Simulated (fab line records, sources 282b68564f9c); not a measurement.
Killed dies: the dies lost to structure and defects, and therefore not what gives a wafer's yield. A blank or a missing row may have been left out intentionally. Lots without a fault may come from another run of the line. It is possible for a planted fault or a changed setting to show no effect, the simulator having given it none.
A lot that was struck, set against a sound lot + flow rit_cmos + 15 steps out of a route of 202
Sound: wafers L480.1, L480.2, L480.5. Wafers L487.4, L487.5, L487.6 were the ones struck. The cause is named last.
Each step with rows lists, per side, the tool, then ch with its chambers, then its first start. Under that, the readings that differ: sound wafers + struck wafers + difference of the means + sigmas: that difference in standard deviations of wafers without a fault.
alike: a reading whose means differ by less than 2 such deviations, as well as words and numbers matching on both sides. not compared: withheld readings; readings where some wafer has no value; bounds like >300 that might hide an equal value; numbers whose values overlap and for which the record gives no deviation.
A row with sigmas, a row that says differs or no value, or rows on one side alone: a step with any of these is where the two part. Non-overlapping numbers with no deviation appear without sigmas and do not part them. A reading that every wafer of one side lacks parts them only if that side has two wafers or more.

first, 3 steps without rows for these wafers: RIT_SPACER_CLEAN_01 (cleans in dHF, time 30 s); RIT_SPACER_CLEAN_02 (cleans in SC2, time 600 s); RIT_SPACER_CVD_03 (deposits Si3N4 from SiH2Cl2/NH3, target thk 250 nm, time 3300 s).
RIT_SPACER_THK_MEAS_04:
  sound on film_metro-01 at day 4 05:51; struck on film_metro-03 at day 5 15:21
  alike: SPACER_NITRIDE_THK
RIT_SPACER_ETCHBACK_05: etches Si3N4 in SF6/CHF3, stops on SiO2, target depth 250 nm, time 240 s.
  sound on rie_diel-03 ch 0,3, day 4 05:55; struck on rie_diel-02 ch 1,2, day 5 15:23
  alike: drypump_motor_current_A, oes_product_au, throttle_valve_pct
  not compared: rf_hours_counter_h
then, 6 steps without rows for these wafers: RIT_NSD_HMDS_00 (prime time 60 s); RIT_NSD_COAT_01 (resist thk 1000 nm); RIT_NSD_SOFTBAKE_02 (time 60 s); RIT_NSD_EXPOSE_03 (exposes mask M9, target cd 40700 nm); RIT_NSD_PEB_04; RIT_NSD_DEVELOP_05 (develop time 50 s).
RIT_NSD_OVL_MEAS_06:
  sound on overlay-02 at day 4 07:02; struck on overlay-01 at day 5 16:31
  alike: NSD_OVL
RIT_NSD_HARDBAKE_07: time 60 s.
  sound on litho_track-03 ch 0, day 4 07:04; struck on litho_track-03 ch 0, day 5 16:37
| reading                                  | sound                | struck               | difference | sigmas |
|------------------------------------------|----------------------|----------------------|------------|--------|
| heater_power_total_W (W)                 | 62.45 62.61 62.56    | 59.98 60.01 59.98    | -2.55      | -51    |
| plate_temp_C (C)                         | 140.21 140.15 139.94 | 135.78 135.65 135.67 | -4.40      | -29    |
| model.NOVOLAK_of_NSD_COAT_01.thk_nm (nm) | 885.3 883.4 884.1    | 891.2 890.1 890.8    | +6.4       |        |
next, for these wafers, 1 step has no rows: RIT_NSD_IMPLANT_08.
RIT_M1_PROBE_99:
  rows exist in the record for the struck wafers here (prober-01, day 6 02:41), but not for the sound ones

WHERE THEY PART
First at RIT_NSD_HARDBAKE_07; last, within this record, at RIT_M1_PROBE_99.

WHY: what the simulator had put in
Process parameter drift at RIT_NSD_HARDBAKE_07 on litho_track-03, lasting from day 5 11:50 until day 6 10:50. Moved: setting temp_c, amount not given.
